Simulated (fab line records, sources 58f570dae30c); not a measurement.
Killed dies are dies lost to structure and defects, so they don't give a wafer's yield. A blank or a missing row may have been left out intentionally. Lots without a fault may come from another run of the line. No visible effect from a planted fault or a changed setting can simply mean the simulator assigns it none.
8D (eight disciplines) problem report, filled in by code :: flow berkeley cmos170 :: the parts of the form that need people (team, actions taken, sign-off) are left out

1. PROBLEM STATEMENT
Mean of oes product au at UCB170_NVT_STRIP_08: 0.858 a.u. across 6 wafers in 2 lots; on wafers with no fault it is 0.735 a.u. (standard deviation 0.0043). That is +29 standard deviations from the usual mean.
The step: strips in O2.
Seen first at day 9 01:08 on plasma asher-02, wafer L538.3. The record holds 42 wafers of 14 lots with a number at this step. Rule for "out", or "out of limits": more than 4 standard deviations from the usual mean. The other wafers with a number count as sound.

2. WHAT IT IS, AND WHAT IT ISN'T
question: which readings at this step
is: oes product au
is not: drypump motor current A, strip time to endpoint s

question: which lots
is: L538, L540
is not: L523, L524, L525, L526, L527, L529, L530, L531, L533, L542, L543, L545

question: which wafers of those lots
is: all that have a number
is not: -

question: read on which tools
is: plasma asher-02
is not: plasma asher-01, plasma asher-04

question: when
is: from day 9 01:08
is not: up to then (27 sound wafers); but 9 sound wafers of L542, L543, L545 came after

3. THE SUSPECTS, EACH WITH WHAT RULES IT OUT
Counting: a tool at any process step up to the reading remains a suspect when it ran all the lots that are out and ran no sound lot after the first of those.
- plasma asher-02 at UCB170_NVT_STRIP_08 (strips in O2): kept. All lots that are out passed through it, beginning with L538 at day 9 01:08, and no sound lot followed; its final sound lot before that point was L531 at day 7 09:50. On those wafers its own readings are out: oes product au.
Remaining after the count: plasma asher-02 at UCB170_NVT_STRIP_08.

4. THE CAUSE (what the simulator had put in)
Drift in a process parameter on plasma asher-02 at UCB170_NVT_STRIP_08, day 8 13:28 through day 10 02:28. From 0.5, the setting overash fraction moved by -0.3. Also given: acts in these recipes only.
Counting left only this tool.

5. THE EFFECT CHAIN, in route order
Rows list readings where the struck wafers' mean (over those with a number) sits beyond 3 standard deviations from the usual. Readings are gone through only where the record gives a usual standard deviation; hours: the median, over the lots, of the time from a lot's start at the first step in this table giving one to that lot's start at this step; sigmas: the change measured in usual standard deviations.
hours: 0
step: UCB170_NVT_STRIP_08
reading: oes product au
usual: 0.735 a.u.
on struck wafers: 0.858
change: +0.123
sigmas: +29
It contains these process steps:
- UCB170_NVT_STRIP_08: strips in O2.

6. HOW IT WOULD HAVE BEEN CAUGHT EARLIER
In this record no reading fell out of limits until day 9 01:08, 12 hours after the fault had begun at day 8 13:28.
